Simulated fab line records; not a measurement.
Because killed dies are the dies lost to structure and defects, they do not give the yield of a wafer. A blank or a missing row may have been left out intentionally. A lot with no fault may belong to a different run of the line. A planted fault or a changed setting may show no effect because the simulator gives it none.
The tool behind it: which one? / flow berkeley-cmos170 / 7 lots with 21 wafers sampled at 4 steps, on a route of 331 steps

== WHAT EACH GAUGE READ, for each wafer ==
UCB170_CONTACT_CD_MEAS_90: target cd 700 nm.
lot=L666; measured=day 9 07:31; on=cd-sem-01; cd-nm (nm)=698.5 697.6 697.3
lot=L665; measured=day 9 09:47; on=cd-sem-01; cd-nm (nm)=- - -
lot=L669; measured=day 9 19:04; on=cd-sem-01; cd-nm (nm)=- - -
lot=L676; measured=day 12 06:34; on=cd-sem-02; cd-nm (nm)=700.6 699.9 702.0
lot=L678; measured=day 12 12:13; on=cd-sem-01; cd-nm (nm)=701.3 700.8 704.1
lot=L681; measured=day 13 03:15; on=cd-sem-01; cd-nm (nm)=699.9 697.3 698.0
lot=L684; measured=day 13 21:41; on=cd-sem-02; cd-nm (nm)=701.5 700.9 701.4

== EACH LOT AND THE TOOL THAT RAN IT (in order: tool; ch and the chambers of the sampled wafers; start) ==
lot=L666; UCB170_SILICIDE_RTA_04=rtp-anneal-01 ch 0, day 9 03:13; UCB170_CONTACT_ETCH_17=rie-diel-04 ch 0,2,3, day 9 07:14; UCB170_CONTACT_ETCH_18=rie-diel-04 ch 0,2,3, day 9 07:31 or earlier
lot=L665; UCB170_SILICIDE_RTA_04=rtp-anneal-01 ch 0, day 9 04:02; UCB170_CONTACT_ETCH_17=rie-diel-04 ch 0,3, day 9 09:31; UCB170_CONTACT_ETCH_18=rie-diel-04 ch 0,3, day 9 09:47 or earlier
lot=L669; UCB170_SILICIDE_RTA_04=rtp-anneal-02 ch 0, day 9 14:23; UCB170_CONTACT_ETCH_17=rie-diel-02 ch 0,1, day 9 18:47; UCB170_CONTACT_ETCH_18=rie-diel-02 ch 0,1, day 9 19:04 or earlier
lot=L676; UCB170_SILICIDE_RTA_04=rtp-anneal-02 ch 0, day 12 00:16; UCB170_CONTACT_ETCH_17=rie-diel-02 ch 1,2, day 12 06:17; UCB170_CONTACT_ETCH_18=rie-diel-02 ch 1,2, day 12 06:34 or earlier
lot=L678; UCB170_SILICIDE_RTA_04=rtp-anneal-01 ch 0, day 12 08:02; UCB170_CONTACT_ETCH_17=rie-diel-03 ch 0,1, day 12 11:57; UCB170_CONTACT_ETCH_18=rie-diel-03 ch 0,1, day 12 12:13 or earlier
lot=L681; UCB170_SILICIDE_RTA_04=rtp-anneal-02 ch 0, day 12 16:59; UCB170_CONTACT_ETCH_17=rie-diel-04 ch 0,2,3, day 13 02:59; UCB170_CONTACT_ETCH_18=rie-diel-04 ch 0,2,3, day 13 03:15 or earlier
lot=L684; UCB170_SILICIDE_RTA_04=rtp-anneal-02 ch 0, day 13 16:25; UCB170_CONTACT_ETCH_17=rie-diel-04 ch 0,1,3, day 13 21:24; UCB170_CONTACT_ETCH_18=rie-diel-04 ch 0,1,3, day 13 21:41 or earlier
- UCB170_SILICIDE_RTA_04: time 15 s.
- UCB170_CONTACT_ETCH_17: etches BARC in N2/H2.
- UCB170_CONTACT_ETCH_18: etches PSG in CHF3/CF4/Ar, stops on TiSi2, target depth 840 nm, time 195 s.

== THE ANSWER, worked out from the rows above alone ==
Rule: the usual values come from the lots themselves. The widest of any qualifying gaps counts: lots, ordered by their means at a reading, are off when they make up no more than a third of the lots, leave a main group of 4 or more, and stand apart from it by 3 or more times the standard deviation of that group's means. The tables above print the reading to a certain number of digits; a main group whose means all agree to those digits is not used. Also off: a lot with no number at a reading for which 4 or more lots have one. Where the step has rows for the other lots, those lots are counted as sound.
Off: L665, L669 (UCB170_CONTACT_CD_MEAS_90, cd-nm). Without a number there: L665, L669. Mean 700.1 nm and standard deviation 1.7 in the main group.
If a tool, at a process step before that reading, ran all the lots that are off and no sound lot after the first of them, it fits. Gauges at UCB170_CONTACT_CD_MEAS_90: tried the same way as those tools. UCB170_CONTACT_ETCH_18: start missing for some lots; hours and lot order therefore follow UCB170_CONTACT_CD_MEAS_90. No candidate that was tried fits.

== WHAT THE SIMULATOR HAD INSERTED ==
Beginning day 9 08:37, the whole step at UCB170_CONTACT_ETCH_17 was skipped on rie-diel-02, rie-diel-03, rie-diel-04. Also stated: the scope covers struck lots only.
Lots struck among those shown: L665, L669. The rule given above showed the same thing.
